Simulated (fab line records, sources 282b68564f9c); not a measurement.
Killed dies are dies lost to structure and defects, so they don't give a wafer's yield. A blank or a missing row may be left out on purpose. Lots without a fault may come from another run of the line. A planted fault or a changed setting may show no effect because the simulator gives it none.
fab line records | flow rit_cmos
record lots=6 wafers=18 last_day=7
route steps=202 shown NRETRO@54 PRETRO@64 M1@202
lots that met no fault: from a run of the same line without faults
start_h: hours from the record's first day to the start of the lot's first wafer shown | wait_h: hours since the lot's step before | " the same as in the row above | L1.1+2: a row that stands for several wafers | - no value, or no start given | * or withheld: withheld | < > ~ a bound
route shown NAME@n: a module of which the file shows steps, and the number in the route of the first | usual: mean/standard deviation of fault-free wafers | same: alike in all rows | chamber/n: place in a boat | sites: the reading at each site | _std_site: their standard deviation | _edge_site: outer sites' mean less inner sites' | radius_mm: how far each site lies from the wafer's centre | mask NAME#n: copy n | behind: the tool/chamber that last shaped the wafer | hold: why the lot was held/for how many hours/how that ended | device: the transistor (n, p or np) that didn't switch | end of line: the same wafers' tests at the end of the route | a step without rows: its recipe alone | killed: dies lost to structure and defects at the first sort, not the wafer's yield | map: a wafer's dies, x killed, . not, _ none there
set.NAME: the setting as run; set.NAME@STEP: as run at that earlier step | model.NAME: the simulator's own value behind a step, which no gauge read
lots at some steps of the route; a table a step, a row a wafer
services: from which hour (start_h, from the record's first day; less than 0 if before it) a tool's chamber was out of use, for how many hours, and why
## steps
# step RIT_NRETRO_COAT_01
# recipe resist=NOVOLAK spin_rpm=2000 resist_thk_nm=1300
# step RIT_NRETRO_SOFTBAKE_02
# recipe resist=NOVOLAK temp_c=90 time_s=60
# step RIT_NRETRO_EXPOSE_03
# recipe mask_id=M4 na=0.57 target_cd_nm=43900 dose_mj=250
# step RIT_NRETRO_PEB_04
# recipe resist=NOVOLAK temp_c=withheld time_s=withheld
# step RIT_NRETRO_DEVELOP_05
# recipe resist=NOVOLAK develop_time_s=68 dev_temp_c=23
# step RIT_NRETRO_OVL_MEAS_06
# usual NRETRO_OVL=0.2/1.3
# columns lot.wafer tool chamber start_h wait_h NRETRO_OVL[nm]
L460.1 overlay-01 - 60.02 - 0.7
L460.5 " - " " 1.1
L460.6 " - " " 0.2
L470.1 overlay-02 - 105.82 - -0.1
L470.2 " - " " 0.5
L470.5 " - " " -0.4
L472.2 overlay-02 - 115.37 - -0.7
L472.5 " - " " -0.2
L472.6 " - " " 2.8
L473.1 overlay-02 - 120.04 - 1.3
L473.4 " - " " 0.9
L473.5 " - " " 2.7
L474.3 overlay-02 - 125.38 - -1.5
L474.5 " - " " -2.7
L474.6 " - " " -3.0
L476.1 overlay-02 - 136.18 - 1.8
L476.3 " - " " 1.8
L476.6 " - " " 3.1
# step RIT_NRETRO_HARDBAKE_07
# recipe resist=NOVOLAK temp_c=140 time_s=120
# step RIT_NRETRO_IMPLANT_08
# recipe species=P energy_kev=70 dose_cm2=1e+13 tilt_deg=7
# step RIT_NRETRO_STRIP_09
# recipe chemistry=O2 time_s=180 resist=NOVOLAK platen_temp_c=withheld power_w=500 pressure_mtorr=4000 o2_flow_sccm=4000
# usual chamber_pressure_mTorr=4000/3.6 drypump_motor_current_A=5.9/0.55
# columns lot.wafer tool chamber start_h wait_h chamber_pressure_mTorr drypump_motor_current_A rf_hours_counter_h
L460.1 plasma_asher-03 1 60.46 0.1 4000 5.6 39
L460.5 " 0 " " 4003 6.5 -
L460.6 " 1 " " 4004 5.6 -
L470.1 plasma_asher-01 1 106.26 0.1 4003 5.1 48
L470.2 " 0 " " 3995 6.6 48
L470.5 " 0 " " 3998 6.6 -
L472.2 plasma_asher-03 0 115.80 0.1 3997 6.5 46
L472.5 " 0 " " 4002 6.4 -
L472.6 " 1 " " 3995 5.6 -
L473.1 plasma_asher-03 1 120.48 0.1 3996 5.6 47
L473.4 " 0 " " 4003 6.4 -
L473.5 " 1 " " 4001 5.6 -
L474.3 plasma_asher-04 0 125.86 0.1 4000 6.0 -
L474.5 " 1 " " 3998 5.4 -
L474.6 " 0 " " 4000 6.1 -
L476.1 plasma_asher-03 0 136.62 0.1 4001 6.4 48
L476.3 " 0 " " 4007 6.5 -
L476.6 " 0 " " 3996 6.5 -
# step RIT_NRETRO_TW_MEAS_10
# usual NRETRO_TW=1052/7.6
# columns lot.wafer tool chamber start_h wait_h NRETRO_TW
L460.1 film_metro-02 - 60.63 0.1 1046
L460.5 " - " " 1046
L460.6 " - " " 1050
L470.1 film_metro-04 - 106.44 0.1 1055
L470.2 " - " " 1061
L470.5 " - " " 1054
L472.2 film_metro-01 - 115.98 0.1 1050
L472.5 " - " " 1043
L472.6 " - " " 1044
L473.1 film_metro-02 - 120.66 0.1 1038
L473.4 " - " " 1040
L473.5 " - " " 1037
L474.3 film_metro-04 - 126.00 0.1 1055
L474.5 " - " " 1051
L474.6 " - " " 1059
L476.1 film_metro-01 - 136.79 0.1 1042
L476.3 " - " " 1046
L476.6 " - " " 1045
# step RIT_PRETRO_HMDS_00
# recipe prime_time_s=60 prime_temp_c=140
# step RIT_PRETRO_COAT_01
# recipe resist=NOVOLAK spin_rpm=2000 resist_thk_nm=1300
# step RIT_PRETRO_SOFTBAKE_02
# recipe resist=NOVOLAK temp_c=90 time_s=60
# usual heater_power_total_W=34.56/0.051 run_length_s=89.01/0.22
# columns lot.wafer tool chamber start_h wait_h heater_power_total_W run_length_s
L460.1 litho_track-01 0 60.99 0.1 34.58 89.27
L460.5 " 0 " " 34.52 88.96
L460.6 " 0 " " 34.58 89.11
L470.1 litho_track-01 0 106.80 0.1 35.09 85.97
L470.2 " 0 " " 34.99 85.83
L470.5 " 0 " " 35.10 85.79
L472.2 litho_track-01 0 116.36 0.1 35.14 85.78
L472.5 " 0 " " 35.07 85.99
L472.6 " 0 " " 35.08 86.22
L473.1 litho_track-04 0 121.02 0.1 34.49 88.65
L473.4 " 0 " " 34.63 88.68
L473.5 " 0 " " 34.59 88.81
L474.3 litho_track-04 0 126.39 0.1 34.55 88.67
L474.5 " 0 " " 34.54 88.82
L474.6 " 0 " " 34.55 88.72
L476.1 litho_track-03 0 137.15 0.1 34.54 89.53
L476.3 " 0 " " 34.59 89.31
L476.6 " 0 " " 34.54 89.18
# step RIT_PRETRO_EXPOSE_03
# recipe mask_id=M5 na=0.57 target_cd_nm=43700 dose_mj=250
# step RIT_M1_PROBE_99
# usual killed_at_M0_to_M3=0.0/0.12 killed_at_contacts=0.1/0.25 killed_at_front_end=8/3.3 killed_dies=8/3.3 killed_open=3.9/2.1 killed_short=3.8/2.2
# same gross_dies=264 killed_at_M4_up=0 killed_at_back_side=0 killed_at_other=0
# columns lot.wafer tool chamber start_h wait_h killed_at_M0_to_M3 killed_at_contacts killed_at_front_end killed_dies killed_open killed_short
L460.1 prober-02 - 92.54 0.1 0 1 3 4 2 2
L460.5 prober-02 - 92.74 0.2 0 0 8 8 4 4
L460.6 prober-02 - 92.79 0.2 0 0 5 5 2 3
L470.1 prober-01 - 132.64 0.1 0 0 5 5 3 2
L470.2 prober-01 - 132.69 0.1 0 0 8 8 2 6
L470.5 prober-01 - 132.84 0.2 0 0 8 8 3 5
L472.2 prober-01 - 146.01 0.1 0 0 9 9 3 6
L472.5 prober-01 - 146.16 0.2 0 0 6 6 4 2
L472.6 prober-01 - 146.21 0.2 0 0 8 8 2 6
L473.1 prober-02 - 149.34 0.1 0 0 16 16 7 9
L473.4 prober-02 - 149.49 0.2 0 0 12 12 6 6
L473.5 prober-02 - 149.54 0.2 0 1 7 8 3 5
L474.3 prober-01 - 155.47 0.2 0 0 4 4 4 0
L474.5 prober-01 - 155.57 0.2 0 0 6 6 4 2
L474.6 prober-01 - 155.62 0.2 1 0 2 3 1 2
L476.1 prober-01 - 163.69 0.1 0 0 10 10 4 6
L476.3 prober-01 - 163.79 0.2 0 0 11 11 5 6
L476.6 prober-01 - 163.94 0.2 0 0 7 7 4 3
# killed by level:class
L460.1 GATE:geometric_particle:short=2 SPACER:geometric_particle:open=1 CONTACT:geometric_particle:open=1
L460.5 GATE:geometric_particle:open=2 SILICIDE:geometric_particle:open=2 FOX2:geometric_particle:short=1 GATE:geometric_particle:short=1 REOX:geometric_particle:short=1 SPACER:geometric_particle:short=1
L460.6 GATE:geometric_particle:short=2 GATE:geometric_particle:open=1 SPACER:geometric_particle:short=1 SPACER:geometric_particle:open=1
L470.1 GATE:geometric_particle:short=2 GATE:geometric_particle:open=1 SPACER:geometric_particle:open=1 SILICIDE:geometric_particle:open=1
L470.2 GATE:geometric_particle:short=2 SPACER:geometric_particle:short=2 FOX1:geometric_particle:short=1 GATE:geometric_particle:open=1 REOX:geometric_particle:short=1 SILICIDE:geometric_particle:open=1
L470.5 FOX1:geometric_particle:short=2 GATE:geometric_particle:open=2 FOX2:geometric_particle:short=1 GATE:geometric_particle:short=1 SILICIDE:geometric_particle:short=1 SILICIDE:geometric_particle:open=1
L472.2 FOX1:geometric_particle:short=2 GATE:geometric_particle:open=2 GATE:geometric_particle:short=2 SILICIDE:geometric_particle:short=2 SILICIDE:geometric_particle:open=1
L472.5 GATE:geometric_particle:open=2 GATE:geometric_particle:short=2 FOX2:geometric_particle:open=1 SPACER:geometric_particle:open=1
L472.6 GATE:geometric_particle:short=2 REOX:geometric_particle:short=2 SPACER:geometric_particle:short=2 GATE:geometric_particle:open=1 SPACER:geometric_particle:open=1
L473.1 SILICIDE:geometric_particle:short=3 FOX1:geometric_particle:open=2 FOX1:geometric_particle:short=2 GATE:geometric_particle:open=2 GATE:geometric_particle:short=2 SPACER:geometric_particle:short=2 REOX:geometric_particle:open=1 SPACER:geometric_particle:open=1
L473.4 GATE:geometric_particle:open=3 GATE:geometric_particle:short=2 SILICIDE:geometric_particle:open=2 SILICIDE:geometric_particle:short=2 REOX:geometric_particle:open=1 REOX:geometric_particle:short=1 SPACER:geometric_particle:short=1
L473.5 SILICIDE:geometric_particle:short=3 SILICIDE:geometric_particle:open=2 GATE:geometric_particle:open=1 SPACER:geometric_particle:short=1 CONTACT:geometric_particle:short=1
L474.3 GATE:geometric_particle:open=2 FOX2:geometric_particle:open=1 REOX:geometric_particle:open=1
L474.5 GATE:geometric_particle:open=2 FOX1:geometric_particle:open=1 GATE:geometric_particle:short=1 SILICIDE:geometric_particle:short=1 SILICIDE:geometric_particle:open=1
L474.6 GATE:geometric_particle:short=1 SPACER:geometric_particle:open=1 M1:geometric_particle:short=1
L476.1 GATE:geometric_particle:short=2 REOX:geometric_particle:short=2 SILICIDE:geometric_particle:open=2 FOX2:geometric_particle:open=1 FOX2:geometric_particle:short=1 GATE:geometric_particle:open=1 SPACER:geometric_particle:short=1
L476.3 FOX2:geometric_particle:short=2 GATE:geometric_particle:open=2 REOX:geometric_particle:open=2 FOX1:geometric_particle:short=1 GATE:geometric_particle:short=1 SPACER:geometric_particle:short=1 SILICIDE:geometric_particle:open=1 SILICIDE:geometric_particle:short=1
L476.6 GATE:geometric_particle:open=2 FOX1:geometric_particle:open=1 GATE:geometric_particle:short=1 REOX:geometric_particle:open=1 SPACER:geometric_particle:short=1 SILICIDE:geometric_particle:short=1
## services
# columns tool chamber start_h hours kind
plasma_asher-03 - 99.70 4.1 repair
plasma_asher-04 - 108.75 9.0 pm
plasma_asher-04 0 108.75 9.0 vent_cycle
plasma_asher-04 1 108.75 9.0 vent_cycle
plasma_asher-01 - 112.34 9.9 pm
plasma_asher-04 0 117.75 - clean
plasma_asher-04 1 117.75 - clean
## key
first_sign step=RIT_PRETRO_SOFTBAKE_02 reading=run_length_s direction=down sigmas=14 usual=* struck=*
effect step=RIT_PRETRO_SOFTBAKE_02 reading=heater_power_total_W direction=up sigmas=10 usual=34.56 struck=35.08
met_at RIT_PRETRO_SOFTBAKE_02
struck_wafers L470.1,L470.2,L470.5,L472.2,L472.5,L472.6
tester_left_out L470,L472
onset_between 60.99 106.80
fault kind=process_parameter_drift tool=litho_track-01 chamber=- onset_h=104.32 steps=RIT_PRETRO_SOFTBAKE_02 channel=time_s offset=* shape=step end_h=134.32 acts_in=* stated=*
# tester_left_out: of these lots the tester's yield and bins aren't shown, on N5 and GAA mostly nor the transistor test; their killed dies are dies lost to structure and defects alone, not to doping, threshold or leakage, so they don't give the yield
